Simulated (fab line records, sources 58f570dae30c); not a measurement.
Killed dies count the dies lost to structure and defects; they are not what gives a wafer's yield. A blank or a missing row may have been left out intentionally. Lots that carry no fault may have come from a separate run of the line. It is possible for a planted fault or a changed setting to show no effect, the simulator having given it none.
Which tool was responsible? / flow berkeley-cmos170 / Sampling: 14 lots, 42 wafers, 2 of 331 route steps

== WHAT EACH GAUGE READ, for each wafer ==
UCB170_V1_CD_MEAS_12 targets a cd of 700 nm.
lot=L467; measured=day 8 11:32; on=cd-sem-02; cd-nm (nm)=699.7 700.5 701.3
lot=L469; measured=day 8 18:57; on=cd-sem-02; cd-nm (nm)=698.6 698.2 698.9
lot=L468; measured=day 8 21:58; on=cd-sem-02; cd-nm (nm)=701.5 700.7 701.6
lot=L470; measured=day 9 09:28; on=cd-sem-02; cd-nm (nm)=698.6 699.9 698.4
lot=L471; measured=day 9 10:43; on=cd-sem-02; cd-nm (nm)=699.5 698.6 697.4
lot=L475; measured=day 10 01:49; on=cd-sem-01; cd-nm (nm)=698.8 699.5 699.3
lot=L473; measured=day 10 03:10; on=cd-sem-01; cd-nm (nm)=702.3 703.0 702.4
lot=L474; measured=day 10 03:37; on=cd-sem-02; cd-nm (nm)=698.9 699.9 699.9
lot=L479; measured=day 11 15:28; on=cd-sem-02; cd-nm (nm)=700.3 700.1 700.2
lot=L478; measured=day 11 15:40; on=cd-sem-01; cd-nm (nm)=705.6 704.2 704.6
lot=L484; measured=day 12 17:41; on=cd-sem-01; cd-nm (nm)=703.5 703.0 702.7
lot=L487; measured=day 12 22:28; on=cd-sem-02; cd-nm (nm)=700.0 700.1 699.7
lot=L488; measured=day 14 12:49; on=cd-sem-02; cd-nm (nm)=698.8 698.5 700.1
lot=L489; measured=day 14 13:24; on=cd-sem-02; cd-nm (nm)=700.7 702.1 700.1

== TOOL THAT RAN EACH LOT (tool first, then ch and the chambers of the sampled wafers, then the start) ==
lot=L467; UCB170_V1_PEB_10=litho-track-01 ch 0, day 8 11:16
lot=L469; UCB170_V1_PEB_10=litho-track-04 ch 0, day 8 18:41
lot=L468; UCB170_V1_PEB_10=litho-track-04 ch 0, day 8 21:41
lot=L470; UCB170_V1_PEB_10=litho-track-01 ch 0, day 9 09:12
lot=L471; UCB170_V1_PEB_10=litho-track-04 ch 0, day 9 10:26
lot=L475; UCB170_V1_PEB_10=litho-track-01 ch 0, day 10 01:33
lot=L473; UCB170_V1_PEB_10=litho-track-03 ch 0, day 10 02:53
lot=L474; UCB170_V1_PEB_10=litho-track-01 ch 0, day 10 03:20
lot=L479; UCB170_V1_PEB_10=litho-track-01 ch 0, day 11 15:11
lot=L478; UCB170_V1_PEB_10=litho-track-04 ch 0, day 11 15:24
lot=L484; UCB170_V1_PEB_10=litho-track-04 ch 0, day 12 17:25
lot=L487; UCB170_V1_PEB_10=litho-track-03 ch 0, day 12 22:11
lot=L488; UCB170_V1_PEB_10=litho-track-03 ch 0, day 14 12:32
lot=L489; UCB170_V1_PEB_10=litho-track-01 ch 0, day 14 13:06
- UCB170_V1_PEB_10

== AS READ BY THE TOOLS THEMSELVES (means over the sampled wafers that have a number; for cases with no such wafer, the mark the record gives instead) ==
UCB170_V1_PEB_10.
lot=L467; tool=litho-track-01; exhaust-pa (Pa)=44.2; heater-power-total-W (W)=56.74; plate-temp-C (C)=130.12
lot=L469; tool=litho-track-04; exhaust-pa (Pa)=44.3; heater-power-total-W (W)=56.82; plate-temp-C (C)=130.03
lot=L468; tool=litho-track-04; exhaust-pa (Pa)=45.1; heater-power-total-W (W)=56.79; plate-temp-C (C)=129.92
lot=L470; tool=litho-track-01; exhaust-pa (Pa)=45.3; heater-power-total-W (W)=56.78; plate-temp-C (C)=130.13
lot=L471; tool=litho-track-04; exhaust-pa (Pa)=45.5; heater-power-total-W (W)=56.86; plate-temp-C (C)=130.12
lot=L475; tool=litho-track-01; exhaust-pa (Pa)=44.3; heater-power-total-W (W)=56.76; plate-temp-C (C)=130.06
lot=L473; tool=litho-track-03; exhaust-pa (Pa)=45.0; heater-power-total-W (W)=56.77; plate-temp-C (C)=130.15
lot=L474; tool=litho-track-01; exhaust-pa (Pa)=46.3; heater-power-total-W (W)=56.83; plate-temp-C (C)=130.08
lot=L479; tool=litho-track-01; exhaust-pa (Pa)=45.1; heater-power-total-W (W)=56.85; plate-temp-C (C)=130.06
lot=L478; tool=litho-track-04; exhaust-pa (Pa)=44.7; heater-power-total-W (W)=57.19; plate-temp-C (C)=130.84
lot=L484; tool=litho-track-04; exhaust-pa (Pa)=43.7; heater-power-total-W (W)=57.20; plate-temp-C (C)=130.79
lot=L487; tool=litho-track-03; exhaust-pa (Pa)=45.7; heater-power-total-W (W)=56.79; plate-temp-C (C)=130.08
lot=L488; tool=litho-track-03; exhaust-pa (Pa)=44.1; heater-power-total-W (W)=56.76; plate-temp-C (C)=129.79
lot=L489; tool=litho-track-01; exhaust-pa (Pa)=43.1; heater-power-total-W (W)=56.78; plate-temp-C (C)=130.04

== THE ANSWER, worked out from the rows above alone ==
Rule: what is usual is taken from the lots themselves. Put in order of their means at a reading, lots are off if they are a third of the lots or fewer, leave a main group of 4 or more, and stand apart from it by a gap of 3 or more times the standard deviation of the main group's means; of several such gaps the widest counts. A main group is skipped when, at the precision printed for the reading in the tables above, its means are all equal. Also off: a lot with no number at a reading for which 4 or more lots have one. The other lots that the step has rows for count as sound. The gauges are gone through in route order, then the tools' own readings, and for those a lot's mean is taken as printed above. The first step at which some lot is off is used, and at that step the reading that is off furthest; a lot without a number counts as furthest.
Off: L478, L484, at UCB170_V1_PEB_10 (heater-power-total-W). For the main group the mean is 56.79 W and the standard deviation 0.036.
If a tool, at that step or one of the process steps before it, ran each lot that is off and ran no sound lot following the first of them, it fits. One candidate fits, namely litho-track-04 at UCB170_V1_PEB_10. A fault onset in the window from L471 (day 9 10:26, its last sound lot) to L478 (day 11 15:24, its first lot off) fits.
The tool's own readings at UCB170_V1_PEB_10 bear it out: on the lots that are off they differ by more than 5 times the standard deviation of the sound lots' means. heater-power-total-W reads 57.20 W there against 56.79 W on the sound lots; plate-temp-C reads 130.81 C there against 130.05 C on the sound lots.

== WHAT HAD BEEN PUT IN BY THE SIMULATOR ==
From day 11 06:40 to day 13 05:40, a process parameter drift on litho-track-04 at UCB170_V1_PEB_10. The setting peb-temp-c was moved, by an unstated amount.
Struck lots among those shown: L478, L484. Same finding as the rule above.
